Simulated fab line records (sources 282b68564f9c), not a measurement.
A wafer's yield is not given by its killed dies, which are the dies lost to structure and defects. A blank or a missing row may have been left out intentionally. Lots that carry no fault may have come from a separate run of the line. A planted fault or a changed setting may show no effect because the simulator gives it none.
fab line records + flow rit_cmos
record:
- lots: 13
- wafers: 39
- last_day: 7
route steps=202 shown GATE@84
lots that met no fault: from a run of the same line without faults
start_h: start of the lot's first displayed wafer, in hours after the record's first day + wait_h: hours since the lot's step before + " unchanged from the row above + L1.1+2: a row that stands for several wafers + - no value present, or no start provided + * or withheld: withheld + < > ~ a bound
route shown NAME@n: a module of which the file shows steps, and the number in the route of the first + usual: average and standard deviation across the fault-free wafers + same: alike in all rows + chamber/n: place in a boat + sites: per-site readings + _std_site: standard deviation across them + _edge_site: inner sites' mean taken away from outer sites' mean + radius_mm: how far each site lies from the wafer's centre + mask NAME#n: copy n + behind: the most recent tool/chamber to have shaped the wafer + hold: reason for holding the lot/hours on hold/outcome of the hold + device: which transistor (n, p or np) failed to switch + end of line: the route-end tests of the same wafers + for a step that has no rows: nothing shown but its recipe + killed: dies that structure and defects cost at the first sort, which is not the same as the wafer's yield + map: per-die view of a wafer (x killed, . not killed, _ where there is no die)
set.NAME: the setting the step ran with; set.NAME@STEP: the setting that earlier step ran with + model.NAME: the simulator's own value behind a step, which no gauge read
a sample of lots followed through the steps of the route, with each step as a table and each wafer as a row
services: a tool's chamber out of use, with start hour (start_h, from the record's first day; less than 0 if before it), hours out, and reason
== steps ==
step: RIT_GATE_CVD_08
recipe:
- material: poly-Si
- target_thk_nm: 250
- temp_c: 610
- precursor: SiH4
- time_s: 2220
- pressure_mtorr: 300
- sih4_flow_sccm: 100
usual:
- pressure_mtorr: 300.1/0.71
- spike_tc_centre_C: 612.1/1.3
- zone_power_source_pct: 11.3/1
same:
- time_s: 2220
| lot.wafer | tool     | chamber | start_h | wait_h | pressure_mtorr | spike_tc_centre_C | zone_power_source_pct |
|-----------|----------|---------|---------|--------|----------------|-------------------|-----------------------|
| L345.2    | lpcvd-01 | 1       | 36.33   | 0.0    | 299.6          | 611.8             | 11.2                  |
| L345.4    | "        | 1       | "       | "      | 299.8          | 610.4             | 11.0                  |
| L345.6    | "        | 1       | "       | "      | 299.3          | 611.9             | 11.0                  |
| L346.2    | lpcvd-01 | 1       | 42.36   | 0.0    | 299.9          | 609.3             | 11.0                  |
| L346.3    | "        | 1       | "       | "      | 299.6          | 611.6             | 10.9                  |
| L346.5    | "        | 1       | "       | "      | 300.9          | 612.5             | 11.1                  |
| L347.1    | lpcvd-01 | 0       | 45.90   | 0.8    | 300.4          | 610.9             | 10.4                  |
| L347.3    | "        | 0       | "       | "      | 300.3          | 612.3             | 10.4                  |
| L347.4    | "        | 0       | "       | "      | 300.7          | 612.1             | 10.6                  |
| L348.2    | lpcvd-01 | 1       | 49.85   | 0.0    | 299.7          | 611.7             | 10.9                  |
| L348.4    | "        | 1       | "       | "      | 300.0          | 612.5             | 11.0                  |
| L348.5    | "        | 1       | "       | "      | 300.2          | 610.6             | 10.9                  |
| L350.2    | lpcvd-01 | 0       | 62.94   | 2.8    | 449.2          | 611.1             | 10.4                  |
| L350.3    | "        | 0       | "       | "      | 450.7          | 611.5             | 10.2                  |
| L350.5    | "        | 0       | "       | "      | 449.4          | 610.5             | 10.5                  |
| L352.2    | lpcvd-02 | 1       | 74.91   | 1.2    | 299.7          | 613.2             | 12.7                  |
| L352.3    | "        | 1       | "       | "      | 299.4          | 613.8             | 13.1                  |
| L352.6    | "        | 1       | "       | "      | 299.2          | 613.1             | 13.1                  |
| L353.1    | lpcvd-01 | 0       | 77.64   | 0.3    | 450.9          | 611.8             | 10.3                  |
| L353.2    | "        | 0       | "       | "      | 450.3          | 612.0             | 10.5                  |
| L353.3    | "        | 0       | "       | "      | 450.9          | 610.8             | 10.5                  |
| L360.2    | lpcvd-02 | 1       | 111.32  | 0.0    | 300.5          | 612.7             | 13.0                  |
| L360.3    | "        | 1       | "       | "      | 301.0          | 612.0             | 13.0                  |
| L360.5    | "        | 1       | "       | "      | 300.7          | 611.4             | 12.8                  |
| L362.1    | lpcvd-02 | 1       | 124.03  | 0.3    | 300.7          | 612.9             | 12.7                  |
| L362.3    | "        | 1       | "       | "      | 300.8          | 612.4             | 12.8                  |
| L362.4    | "        | 1       | "       | "      | 300.8          | 613.7             | 13.0                  |
| L365.1    | lpcvd-02 | 1       | 138.19  | 0.1    | 301.2          | 613.8             | 12.7                  |
| L365.5    | "        | 1       | "       | "      | 299.1          | 614.2             | 12.9                  |
| L365.6    | "        | 1       | "       | "      | 300.3          | 612.3             | 13.0                  |
| L366.1    | lpcvd-01 | 0       | 142.03  | 0.1    | 300.3          | 610.3             | 10.4                  |
| L366.2    | "        | 0       | "       | "      | 300.3          | 612.7             | 10.4                  |
| L366.5    | "        | 0       | "       | "      | 300.4          | 611.1             | 10.6                  |
| L367.1    | lpcvd-01 | 1       | 145.90  | 0.1    | 299.8          | 609.4             | 10.9                  |
| L367.3    | "        | 1       | "       | "      | 300.4          | 612.7             | 11.1                  |
| L367.6    | "        | 1       | "       | "      | 300.3          | 610.1             | 10.8                  |
| L368.1    | lpcvd-02 | 0       | 153.62  | 0.8    | 299.1          | 612.7             | 12.8                  |
| L368.5    | "        | 0       | "       | "      | 300.6          | 615.5             | 12.7                  |
| L368.6    | "        | 0       | "       | "      | 300.1          | 612.2             | 12.9                  |
step: RIT_GATE_THK_MEAS_09
recipe:
- reads: poly-Si_of_GATE_CVD_08
usual:
- GATE_POLY_THK: 250.4/2.6
| lot.wafer | tool          | chamber | start_h | wait_h | hold                     | GATE_POLY_THK[nm] |
|-----------|---------------|---------|---------|--------|--------------------------|-------------------|
| L345.2    | film_metro-01 | -       | 37.96   | 0.0    | -                        | 249.8             |
| L345.4    | "             | -       | "       | "      | -                        | 249.0             |
| L345.6    | "             | -       | "       | "      | -                        | 246.6             |
| L346.2    | film_metro-02 | -       | 43.99   | 0.0    | -                        | 246.8             |
| L346.3    | "             | -       | "       | "      | -                        | 248.3             |
| L346.5    | "             | -       | "       | "      | -                        | 249.8             |
| L347.1    | film_metro-01 | -       | 47.51   | 0.0    | -                        | 249.8             |
| L347.3    | "             | -       | "       | "      | -                        | 249.2             |
| L347.4    | "             | -       | "       | "      | -                        | 251.1             |
| L348.2    | film_metro-01 | -       | 51.47   | 0.0    | -                        | 250.8             |
| L348.4    | "             | -       | "       | "      | -                        | 251.2             |
| L348.5    | "             | -       | "       | "      | -                        | 251.7             |
| L350.2    | film_metro-01 | -       | 64.57   | 0.0    | await_dispo/0.2h/release | 303.8             |
| L350.3    | "             | -       | "       | "      | await_dispo/0.2h/release | 305.9             |
| L350.5    | "             | -       | "       | "      | await_dispo/0.2h/release | 303.3             |
| L350.2    | film_metro-01 | -       | 64.79   | 0.2    | -                        | 304.2             |
| L350.3    | "             | -       | "       | "      | -                        | 305.4             |
| L350.5    | "             | -       | "       | "      | -                        | 303.2             |
| L352.2    | film_metro-02 | -       | 76.54   | 0.0    | -                        | 251.4             |
| L352.3    | "             | -       | "       | "      | -                        | 253.0             |
| L352.6    | "             | -       | "       | "      | -                        | 251.7             |
| L353.1    | film_metro-02 | -       | 79.26   | 0.0    | await_dispo/0.2h/release | 307.6             |
| L353.2    | "             | -       | "       | "      | await_dispo/0.2h/release | 307.9             |
| L353.3    | "             | -       | "       | "      | await_dispo/0.2h/release | 309.0             |
| L353.1    | film_metro-02 | -       | 79.49   | 0.2    | -                        | 307.5             |
| L353.2    | "             | -       | "       | "      | -                        | 308.1             |
| L353.3    | "             | -       | "       | "      | -                        | 308.8             |
| L360.2    | film_metro-01 | -       | 112.94  | 0.0    | -                        | 253.3             |
| L360.3    | "             | -       | "       | "      | -                        | 253.5             |
| L360.5    | "             | -       | "       | "      | -                        | 254.8             |
| L362.1    | film_metro-01 | -       | 125.65  | 0.0    | -                        | 253.6             |
| L362.3    | "             | -       | "       | "      | -                        | 253.4             |
| L362.4    | "             | -       | "       | "      | -                        | 254.1             |
| L365.1    | film_metro-03 | -       | 139.81  | 0.0    | -                        | 249.1             |
| L365.5    | "             | -       | "       | "      | -                        | 250.8             |
| L365.6    | "             | -       | "       | "      | -                        | 250.8             |
| L366.1    | film_metro-01 | -       | 144.45  | 0.0    | -                        | 249.6             |
| L366.2    | "             | -       | "       | "      | -                        | 247.4             |
| L366.5    | "             | -       | "       | "      | -                        | 248.6             |
| L367.1    | film_metro-01 | -       | 147.52  | 0.0    | -                        | 249.4             |
| L367.3    | "             | -       | "       | "      | -                        | 249.6             |
| L367.6    | "             | -       | "       | "      | -                        | 248.0             |
| L368.1    | film_metro-02 | -       | 155.23  | 0.0    | -                        | 253.2             |
| L368.5    | "             | -       | "       | "      | -                        | 254.9             |
| L368.6    | "             | -       | "       | "      | -                        | 254.1             |
step: RIT_GATE_ETCH_19
recipe:
- chemistry: SF6/CHF3/O2
- time_s: 165
- SF6_flow_sccm: 30
- CHF3_flow_sccm: 30
- O2_flow_sccm: 5
- target: poly-Si
- pressure_mtorr: 40
- rf_w: 160
- target_depth_a: 3125
- over_etch_frac: 0.25
- stop_on: SiO2
usual:
- drypump_motor_current_A: 5.8/0.52
- oes_product_au: 0.849/0.01
- throttle_valve_pct: 10.29/0.12
same:
- time_s: 165
| lot.wafer | tool      | chamber | start_h | wait_h | drypump_motor_current_A | oes_product_au | rf_hours_counter_h | throttle_valve_pct |
|-----------|-----------|---------|---------|--------|-------------------------|----------------|--------------------|--------------------|
| L345.2    | rie_si-02 | 3       | 39.30   | 0.1    | 5.4                     | 0.844          | 132                | 10.47              |
| L345.4    | "         | 0       | "       | "      | 5.7                     | 0.846          | 146                | 10.19              |
| L345.6    | "         | 0       | "       | "      | 5.7                     | 0.840          | -                  | 10.21              |
| L346.2    | rie_si-01 | 0       | 45.32   | 0.1    | 6.7                     | 0.828          | 60                 | 10.29              |
| L346.3    | "         | 1       | "       | "      | 5.9                     | 0.857          | 69                 | 10.37              |
| L346.5    | "         | 0       | "       | "      | 6.7                     | 0.839          | -                  | 10.27              |
| L347.1    | rie_si-02 | 1       | 48.73   | 0.1    | 5.6                     | 0.838          | 11                 | 10.38              |
| L347.3    | "         | 0       | "       | "      | 5.7                     | 0.844          | 146                | 10.20              |
| L347.4    | "         | 3       | "       | "      | 5.4                     | 0.850          | 132                | 10.45              |
| L348.2    | rie_si-01 | 3       | 52.75   | 0.1    | 6.8                     | 0.860          | 47                 | 10.07              |
| L348.4    | "         | 0       | "       | "      | 6.7                     | 0.838          | 60                 | 10.28              |
| L348.5    | "         | 2       | "       | "      | 5.3                     | 0.853          | -                  | 10.22              |
| L350.2    | rie_si-01 | 1       | 69.85   | 0.1    | 5.9                     | 0.982          | 70                 | 10.37              |
| L350.3    | "         | 2       | "       | "      | 5.3                     | 0.964          | 77                 | 10.24              |
| L350.5    | "         | 2       | "       | "      | 5.3                     | 0.956          | -                  | 10.23              |
| L352.2    | rie_si-01 | 2       | 77.87   | 0.1    | 5.3                     | 0.842          | 77                 | 10.22              |
| L352.3    | "         | 1       | "       | "      | 5.8                     | 0.865          | 70                 | 10.37              |
| L352.6    | "         | 3       | "       | "      | 6.8                     | 0.866          | -                  | 10.07              |
| L353.1    | rie_si-02 | 1       | 83.47   | 0.1    | 5.6                     | 0.972          | 11                 | 10.37              |
| L353.2    | "         | 0       | "       | "      | 5.7                     | 0.978          | 146                | 10.21              |
| L353.3    | "         | 3       | "       | "      | 5.4                     | 0.980          | 133                | 10.47              |
| L360.2    | rie_si-01 | 2       | 114.15  | 0.1    | 5.3                     | 0.851          | 78                 | 10.23              |
| L360.3    | "         | 1       | "       | "      | 5.9                     | 0.864          | 70                 | 10.37              |
| L360.5    | "         | 1       | "       | "      | 5.8                     | 0.865          | -                  | 10.38              |
| L362.1    | rie_si-01 | 1       | 126.90  | 0.1    | 5.9                     | 0.863          | 70                 | 10.37              |
| L362.3    | "         | 2       | "       | "      | 5.4                     | 0.845          | 78                 | 10.23              |
| L362.4    | "         | 0       | "       | "      | 6.7                     | 0.843          | 60                 | 10.27              |
| L365.1    | rie_si-02 | 2       | 141.02  | 0.1    | 5.4                     | 0.852          | 120                | 10.41              |
| L365.5    | "         | 3       | "       | "      | 5.4                     | 0.853          | -                  | 10.44              |
| L365.6    | "         | 1       | "       | "      | 5.6                     | 0.838          | -                  | 10.38              |
| L366.1    | rie_si-01 | 1       | 145.67  | 0.1    | 5.9                     | 0.860          | 70                 | 10.36              |
| L366.2    | "         | 0       | "       | "      | 6.7                     | 0.830          | 61                 | 10.27              |
| L366.5    | "         | 2       | "       | "      | 5.3                     | 0.840          | -                  | 10.22              |
| L367.1    | rie_si-02 | 1       | 148.86  | 0.1    | 5.6                     | 0.843          | 12                 | 10.35              |
| L367.3    | "         | 3       | "       | "      | 5.4                     | 0.851          | 133                | 10.49              |
| L367.6    | "         | 0       | "       | "      | 5.8                     | 0.856          | -                  | 10.20              |
| L368.1    | rie_si-01 | 1       | 156.45  | 0.1    | 5.8                     | 0.868          | 70                 | 10.38              |
| L368.5    | "         | 2       | "       | "      | 5.3                     | 0.857          | -                  | 10.21              |
| L368.6    | "         | 1       | "       | "      | 5.9                     | 0.862          | -                  | 10.37              |
== services ==
| tool      | chamber | start_h | hours | kind           |
|-----------|---------|---------|-------|----------------|
| rie_si-02 | 3       | 23.51   | 1.0   | repair         |
| lpcvd-02  | -       | 49.99   | 14.6  | pm             |
| rie_si-02 | 2       | 52.18   | 14.7  | repair         |
| rie_si-01 | -       | 57.58   | 2.8   | pm             |
| rie_si-01 | -       | 67.39   | 0.2   | repair         |
| rie_si-01 | 3       | 75.49   | 2.2   | repair         |
| rie_si-02 | 2       | 80.01   | 10.8  | repair         |
| rie_si-02 | 3       | 85.26   | 8.4   | repair         |
| rie_si-02 | 0       | 128.06  | -     | clean          |
| rie_si-02 | 0       | 128.06  | 17.9  | scheduled_down |
| rie_si-02 | 0       | 128.06  | 17.9  | vent_cycle     |
| rie_si-01 | 0       | 150.38  | 8.6   | repair         |
== key ==
first_sign:
- step: RIT_GATE_CVD_08
- reading: pressure_mtorr
- direction: up
- sigmas: 99+
- usual: 300.1
- struck: 450.3
effect:
- step: RIT_GATE_THK_MEAS_09
- reading: visit
- direction: added
effect:
- step: RIT_GATE_THK_MEAS_09
- reading: GATE_POLY_THK
- direction: up
- sigmas: 22
- usual: 250.4
- struck: 306.3
effect:
- step: RIT_GATE_ETCH_19
- reading: oes_product_au
- direction: up
- sigmas: 12
- usual: 0.849
- struck: 0.972
met_at RIT_GATE_CVD_08
struck_lots L350,L353
struck_wafers L350.2,L350.3,L350.5,L353.1,L353.2,L353.3
later_rows_left_out L353.2,L353.3
sort_left_out L350.2,L350.3,L350.5,L353.1,L353.2,L353.3
tester_left_out L350,L353
onset_between 45.90 62.94
fault:
- kind: process_parameter_drift
- tool: lpcvd-01
- chamber: 0
- onset_h: 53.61
- steps: RIT_GATE_CVD_08
- channel: pressure_mtorr
- offset: 150
- shape: step
- end_h: 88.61
- acts_in: these_recipes_only
- stated: 300
tester_left_out: of these lots the tester's yield and bins aren't shown, on N5 and GAA mostly nor the transistor test; their killed dies are dies lost to structure and defects alone, not to doping, threshold or leakage, so they don't give the yield
sort_left_out: the simulated sort isn't trusted on such a fault, so these wafers' sort isn't shown, and their yield isn't known
later_rows_left_out: the simulator's readings of these wafers behind a module that went badly wrong aren't trusted and aren't shown, but for the sort
